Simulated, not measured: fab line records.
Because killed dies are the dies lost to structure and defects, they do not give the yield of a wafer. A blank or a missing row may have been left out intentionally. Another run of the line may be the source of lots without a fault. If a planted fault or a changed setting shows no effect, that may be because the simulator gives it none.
Lot-split experiment :: flow berkeley_cmos170 :: on a route of 331 steps: 5 lots, 23 wafers read

## THE SPLIT
At UCB170_BACKSIDE_COAT_01 (resist thk 900 nm), the setting spin_rpm was moved away from the recipe's 1500 rpm on 8 of the 23 wafers read, by -6.9% to -4.4%. The other wafers ran this setting at the recipe's value.

The reading is taken at the split's own step.

## THE READING
KrF_of_BACKSIDE_COAT_01.thk_nm (the simulator's own value, which no gauge read), in nm, at UCB170_BACKSIDE_COAT_01 (resist thk 900 nm). No usual value for it is given in the file. The 15 wafers here that ran the recipe average 901.6 nm, standard deviation 2 nm.

wafer: L077.1
tool, chamber at the split: litho_track-03, 0
spin_rpm as run, rpm: 1500
against the recipe: recipe
KrF_of_BACKSIDE_COAT_01.thk_nm, nm: 900
against lot-mates on the recipe: -

wafer: L077.3
tool, chamber at the split: litho_track-03, 0
spin_rpm as run, rpm: 1500
against the recipe: recipe
KrF_of_BACKSIDE_COAT_01.thk_nm, nm: 898
against lot-mates on the recipe: -

wafer: L077.4
tool, chamber at the split: litho_track-03, 0
spin_rpm as run, rpm: 1412
against the recipe: -5.9%
KrF_of_BACKSIDE_COAT_01.thk_nm, nm: 926
against lot-mates on the recipe: +27.5

wafer: L077.5
tool, chamber at the split: litho_track-03, 0
spin_rpm as run, rpm: 1500
against the recipe: recipe
KrF_of_BACKSIDE_COAT_01.thk_nm, nm: 897.5
against lot-mates on the recipe: -

wafer: L077.6
tool, chamber at the split: litho_track-03, 0
spin_rpm as run, rpm: 1412
against the recipe: -5.9%
KrF_of_BACKSIDE_COAT_01.thk_nm, nm: 925.7
against lot-mates on the recipe: +27.2

wafer: L079.1
tool, chamber at the split: litho_track-04, 0
spin_rpm as run, rpm: 1500
against the recipe: recipe
KrF_of_BACKSIDE_COAT_01.thk_nm, nm: 904
against lot-mates on the recipe: -

wafer: L079.3
tool, chamber at the split: litho_track-04, 0
spin_rpm as run, rpm: 1500
against the recipe: recipe
KrF_of_BACKSIDE_COAT_01.thk_nm, nm: 901.7
against lot-mates on the recipe: -

wafer: L079.4
tool, chamber at the split: litho_track-04, 0
spin_rpm as run, rpm: 1500
against the recipe: recipe
KrF_of_BACKSIDE_COAT_01.thk_nm, nm: 901.4
against lot-mates on the recipe: -

wafer: L079.5
tool, chamber at the split: litho_track-04, 0
spin_rpm as run, rpm: 1500
against the recipe: recipe
KrF_of_BACKSIDE_COAT_01.thk_nm, nm: 902.8
against lot-mates on the recipe: -

wafer: L079.6
tool, chamber at the split: litho_track-04, 0
spin_rpm as run, rpm: 1500
against the recipe: recipe
KrF_of_BACKSIDE_COAT_01.thk_nm, nm: 903
against lot-mates on the recipe: -

wafer: L080.1
tool, chamber at the split: litho_track-01, 0
spin_rpm as run, rpm: 1500
against the recipe: recipe
KrF_of_BACKSIDE_COAT_01.thk_nm, nm: 905
against lot-mates on the recipe: -

wafer: L080.3
tool, chamber at the split: litho_track-01, 0
spin_rpm as run, rpm: 1500
against the recipe: recipe
KrF_of_BACKSIDE_COAT_01.thk_nm, nm: 902.3
against lot-mates on the recipe: -

wafer: L080.6
tool, chamber at the split: litho_track-01, 0
spin_rpm as run, rpm: 1500
against the recipe: recipe
KrF_of_BACKSIDE_COAT_01.thk_nm, nm: 902.8
against lot-mates on the recipe: -

wafer: L085.1
tool, chamber at the split: litho_track-03, 0
spin_rpm as run, rpm: 1396
against the recipe: -6.9%
KrF_of_BACKSIDE_COAT_01.thk_nm, nm: 932.6
against lot-mates on the recipe: +30.4

wafer: L085.2
tool, chamber at the split: litho_track-03, 0
spin_rpm as run, rpm: 1500
against the recipe: recipe
KrF_of_BACKSIDE_COAT_01.thk_nm, nm: 903.2
against lot-mates on the recipe: -

wafer: L085.4
tool, chamber at the split: litho_track-03, 0
spin_rpm as run, rpm: 1396
against the recipe: -6.9%
KrF_of_BACKSIDE_COAT_01.thk_nm, nm: 937.2
against lot-mates on the recipe: +35.0

wafer: L085.5
tool, chamber at the split: litho_track-03, 0
spin_rpm as run, rpm: 1500
against the recipe: recipe
KrF_of_BACKSIDE_COAT_01.thk_nm, nm: 901.1
against lot-mates on the recipe: -

wafer: L085.6
tool, chamber at the split: litho_track-03, 0
spin_rpm as run, rpm: 1396
against the recipe: -6.9%
KrF_of_BACKSIDE_COAT_01.thk_nm, nm: 935.2
against lot-mates on the recipe: +33.0

wafer: L084.1
tool, chamber at the split: litho_track-04, 0
spin_rpm as run, rpm: 1500
against the recipe: recipe
KrF_of_BACKSIDE_COAT_01.thk_nm, nm: 899.6
against lot-mates on the recipe: -

wafer: L084.2
tool, chamber at the split: litho_track-04, 0
spin_rpm as run, rpm: 1434
against the recipe: -4.4%
KrF_of_BACKSIDE_COAT_01.thk_nm, nm: 924.5
against lot-mates on the recipe: +23.9

wafer: L084.3
tool, chamber at the split: litho_track-04, 0
spin_rpm as run, rpm: 1500
against the recipe: recipe
KrF_of_BACKSIDE_COAT_01.thk_nm, nm: 901.6
against lot-mates on the recipe: -

wafer: L084.5
tool, chamber at the split: litho_track-04, 0
spin_rpm as run, rpm: 1434
against the recipe: -4.4%
KrF_of_BACKSIDE_COAT_01.thk_nm, nm: 923
against lot-mates on the recipe: +22.4

wafer: L084.6
tool, chamber at the split: litho_track-04, 0
spin_rpm as run, rpm: 1434
against the recipe: -4.4%
KrF_of_BACKSIDE_COAT_01.thk_nm, nm: 924.3
against lot-mates on the recipe: +23.7

THE FIT
A straight line over all 23 wafers: KrF_of_BACKSIDE_COAT_01.thk_nm changes by -4.69 nm for each +1% of spin_rpm; r = -0.99; the points scatter about the line by 2.2 nm.
The same after taking each lot's own level away (the mean of its wafers on the recipe; 23 wafers): -4.82 nm for each +1%; r = -0.99; scatter 1.4 nm.
On that fit, the largest move of spin_rpm shifts the reading by 33 nm.
Across the lots, their own levels run from 898.50 to 903.37 nm, a range of 2.4 times the standard deviation given above.
Hence the lot-to-lot level has little effect on the slope; both slopes agree.
Check: +34.2 nm against its lot-mates is what the line predicts for one of the wafers moved furthest among these (-6.9%) when that wafer is left out of the fit. Against them it came out at +30.4 nm.

## THE WHOLE CHAIN: every reading that the file lists as answering this split, in the file's order
step: UCB170_BACKSIDE_COAT_01
what it does: resist thk 900 nm
reading: KrF_of_BACKSIDE_COAT_01.thk_nm (the simulator's own value, which no gauge read)
change (the file's fit): -4.82 nm for each +1% of the setting
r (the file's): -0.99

step: UCB170_BACKSIDE_STRIP_03
what it does: strips in O2
reading: strip_time_to_endpoint_s
change (the file's fit): withheld for each +1% of the setting
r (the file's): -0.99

## THE FILE'S OWN FIT
KrF_of_BACKSIDE_COAT_01.thk_nm changes by -4.82 nm for each +1% of spin_rpm, r = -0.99.
